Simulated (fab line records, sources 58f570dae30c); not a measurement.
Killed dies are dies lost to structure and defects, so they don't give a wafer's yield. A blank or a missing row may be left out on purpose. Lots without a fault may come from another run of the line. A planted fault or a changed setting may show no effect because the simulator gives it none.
Which tool did it? | flow berkeley_cmos170 | 14 lots, 42 wafers sampled, at 4 steps of a route of 331

WHAT THE GAUGES READ, wafer by wafer
UCB170_NLDD_CD_MEAS_06: target cd 1200 nm. Usual: cd_nm 1200.5 nm, standard deviation 1.2.
lot  | measured     | on        | cd_nm (nm)           | flag
L649 | day 5 19:56  | cd_sem-01 | 1198.7 1200.5 1199.8 |
L650 | day 6 07:53  | cd_sem-02 | 1201.0 1199.6 1199.1 |
L652 | day 6 21:02  | cd_sem-01 | 1202.9 1201.7 1201.9 |
L655 | day 6 21:16  | cd_sem-02 | 1199.2 1198.1 1200.9 |
L653 | day 6 21:31  | cd_sem-02 | 1201.2 1199.2 1201.2 |
L658 | day 7 21:57  | cd_sem-02 | 1200.8 1200.6 1199.2 |
L660 | day 8 07:49  | cd_sem-02 | 1200.7 1201.9 1199.9 |
L661 | day 8 07:57  | cd_sem-02 | 1201.5 1200.4 1200.6 |
L662 | day 8 23:08  | cd_sem-02 | 1202.2 1201.9 1201.6 |
L665 | day 9 11:07  | cd_sem-01 | 1199.3 1200.1 1199.0 |
L666 | day 9 11:40  | cd_sem-02 | 1199.0 1198.7 1198.5 |
L668 | day 10 10:16 | cd_sem-01 | 1200.1 1200.3 1200.5 |
L669 | day 10 10:34 | cd_sem-01 | 1200.7 1199.9 1201.1 |
L671 | day 10 18:18 | cd_sem-02 | 1202.9 1201.8 1202.0 |

UCB170_V1_OVL_MEAS_13. Usual: V1_OVL 3 nm, standard deviation 6.1.
lot  | measured     | on         | V1_OVL (nm) | flag
L649 | day 6 20:11  | overlay-01 | -7 -7 -11   |
L650 | day 7 11:17  | overlay-01 | 2 9 19      |
L652 | day 8 00:53  | overlay-02 | 3 12 10     |
L655 | day 8 00:38  | overlay-01 | 3 -1 -1     |
L653 | day 8 01:21  | overlay-01 | -4 1 -4     |
L658 | day 8 20:22  | overlay-02 | 2 0 3       |
L660 | day 9 06:45  | overlay-02 | 2 14 4      |
L661 | day 9 07:10  | overlay-01 | 8 10 9      |
L662 | day 10 03:08 | overlay-02 | -3 -6 -1    |
L665 | day 10 19:25 | overlay-01 | 12 4 14     |
L666 | day 10 19:39 | overlay-01 | -2 0 -3     |
L668 | day 11 12:16 | overlay-01 | 3 12 14     |
L669 | day 11 12:37 | overlay-02 | 1 2 3       |
L671 | day 11 19:10 | overlay-02 | 4 -10 -6    |

WHICH TOOL RAN EACH LOT (tool, then ch and the chambers of the sampled wafers, then the start)
lot  | UCB170_M1_METAL_ETCH_12           | UCB170_M1_STRIP_13
L649 | rie_metal-02 ch 0,1, day 6 14:54  | plasma_asher-02 ch 0,1, day 6 15:02
L650 | rie_metal-01 ch 0,1, day 7 04:46  | plasma_asher-04 ch 0,1, day 7 04:55
L652 | rie_metal-01 ch 0,1, day 7 18:16  | plasma_asher-04 ch 0,1, day 7 18:23
L655 | rie_metal-04 ch 0, day 7 18:04    | plasma_asher-02 ch 1, day 7 18:12
L653 | rie_metal-01 ch 0,1, day 7 18:52  | plasma_asher-02 ch 0,1, day 7 19:00
L658 | rie_metal-02 ch 0,1, day 8 14:44  | plasma_asher-02 ch 0,1, day 8 14:52
L660 | rie_metal-01 ch 0,1, day 9 00:01  | plasma_asher-04 ch 0,1, day 9 00:08
L661 | rie_metal-04 ch 0,1, day 9 01:01  | plasma_asher-03 ch 0,1, day 9 01:08
L662 | rie_metal-01 ch 0,1, day 9 18:43  | plasma_asher-02 ch 0,1, day 9 18:51
L665 | rie_metal-04 ch 0,1, day 10 11:29 | plasma_asher-03 ch 0,1, day 10 11:36
L666 | rie_metal-02 ch 0,1, day 10 13:33 | plasma_asher-03 ch 0,1, day 10 13:41
L668 | rie_metal-04 ch 0,1, day 11 04:43 | plasma_asher-03 ch 0,1, day 11 04:51
L669 | rie_metal-04 ch 1, day 11 06:38   | plasma_asher-04 ch 0,1, day 11 06:46
L671 | rie_metal-01 ch 0,1, day 11 13:01 | plasma_asher-04 ch 0,1, day 11 13:08
- UCB170_M1_METAL_ETCH_12: etches Al in Cl2/BCl3, stops on PSG, target depth 780 nm, time 130 s.
- UCB170_M1_STRIP_13: strips in O2.

WHAT THE TOOLS THEMSELVES READ (means of the sampled wafers that have a number; where no wafer has one, the mark that the record gives instead)
UCB170_M1_METAL_ETCH_12. Usual: chamber_pressure_mTorr 12.001 mTorr, standard deviation 0.011; drypump_motor_current_A 5.3 A, standard deviation 0.51; he_backside_leak_sccm 3.23 sccm, standard deviation 0.18; oes_product_au 0.851 a.u., standard deviation 0.015; throttle_valve_pct 24.35 %, standard deviation 0.15.
lot  | tool         | chamber_pressure_mTorr (mTorr) | drypump_motor_current_A (A) | he_backside_leak_sccm (sccm) | oes_product_au (a.u.) | throttle_valve_pct (%) | flag
L649 | rie_metal-02 | 11.997                         | 5.0                         | 3.20                         | 0.860                 | 24.40                  |
L650 | rie_metal-01 | 12.004                         | 6.2                         | 3.24                         | 0.845                 | 24.26                  |
L652 | rie_metal-01 | 11.998                         | 6.1                         | 3.39                         | 0.839                 | 24.19                  |
L655 | rie_metal-04 | 12.009                         | 5.0                         | 3.35                         | 0.852                 | 24.53                  |
L653 | rie_metal-01 | 12.007                         | 6.2                         | 3.32                         | 0.847                 | 24.25                  |
L658 | rie_metal-02 | 11.988                         | 4.9                         | 3.22                         | 0.861                 | 24.30                  |
L660 | rie_metal-01 | 12.012                         | 6.2                         | 3.26                         | 0.839                 | 24.26                  |
L661 | rie_metal-04 | 11.995                         | 5.1                         | 3.14                         | 0.850                 | 24.38                  |
L662 | rie_metal-01 | 12.004                         | 6.2                         | 3.27                         | 0.839                 | 24.26                  |
L665 | rie_metal-04 | 11.999                         | 5.1                         | 3.02                         | 0.844                 | 24.39                  |
L666 | rie_metal-02 | 12.005                         | 5.0                         | 3.22                         | 0.861                 | 24.42                  |
L668 | rie_metal-04 | 12.001                         | 5.1                         | 3.21                         | 0.786                 | 24.42                  | OFF
L669 | rie_metal-04 | 11.996                         | 5.1                         | 3.10                         | 0.783                 | 24.36                  | OFF
L671 | rie_metal-01 | 11.999                         | 6.2                         | 3.38                         | 0.845                 | 24.26                  |

UCB170_M1_STRIP_13. Usual: chamber_pressure_mTorr 3500 mTorr, standard deviation 3.1; drypump_motor_current_A 5.6 A, standard deviation 0.54; oes_product_au 0.720 a.u., standard deviation 0.0042.
lot  | tool            | chamber_pressure_mTorr (mTorr) | drypump_motor_current_A (A) | oes_product_au (a.u.) | flag
L649 | plasma_asher-02 | 3498                           | 5.9                         | 0.720                 |
L650 | plasma_asher-04 | 3496                           | 5.4                         | 0.718                 |
L652 | plasma_asher-04 | 3502                           | 5.6                         | 0.718                 |
L655 | plasma_asher-02 | 3499                           | 4.9                         | 0.717                 |
L653 | plasma_asher-02 | 3500                           | 5.4                         | 0.719                 |
L658 | plasma_asher-02 | 3499                           | 5.9                         | 0.725                 |
L660 | plasma_asher-04 | 3499                           | 5.4                         | 0.719                 |
L661 | plasma_asher-03 | 3499                           | 5.9                         | 0.723                 |
L662 | plasma_asher-02 | 3502                           | 5.5                         | 0.718                 |
L665 | plasma_asher-03 | 3500                           | 5.5                         | 0.717                 |
L666 | plasma_asher-03 | 3498                           | 5.9                         | 0.722                 |
L668 | plasma_asher-03 | 3498                           | 5.9                         | 0.691                 | OFF
L669 | plasma_asher-04 | 3500                           | 5.6                         | 0.698                 | OFF
L671 | plasma_asher-04 | 3499                           | 5.4                         | 0.720                 |

THE ANSWER, worked out from the rows above alone
Rule: a lot is off if the mean of its wafers that have a number lies more than 3 standard deviations from the usual mean. A lot without any number at a reading at which 4 lots or more have one is off too. The other lots that the step has rows for count as sound. The gauges are gone through in route order, then the tools' own readings, and for those a lot's mean is taken as printed above. The first step at which some lot is off is used, and at that step the reading that is off furthest; a lot without a number counts as furthest.
Off: L668, L669, at UCB170_M1_METAL_ETCH_12 (oes_product_au).
A tool fits if, at that step or a process step before it, it ran every lot that is off, and no sound lot after the first of them. One fits: rie_metal-04 at UCB170_M1_METAL_ETCH_12. Its last sound lot is L665 (day 10 11:29), its first lot that is off L668 (day 11 04:43): a fault that began between those two fits.
The tool's own readings at UCB170_M1_METAL_ETCH_12 bear it out: on the lots that are off they differ by more than 5 times the standard deviation of the sound lots' means. oes_product_au reads 0.784 a.u. there against 0.849 a.u. on the sound lots.

WHAT THE SIMULATOR HAD PUT IN
Process parameter drift: rie_metal-04, from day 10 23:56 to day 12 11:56, at UCB170_M1_METAL_ETCH_12. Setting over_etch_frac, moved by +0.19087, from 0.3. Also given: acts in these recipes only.
Lots struck among those shown: L668, L669. The rule above found the same.
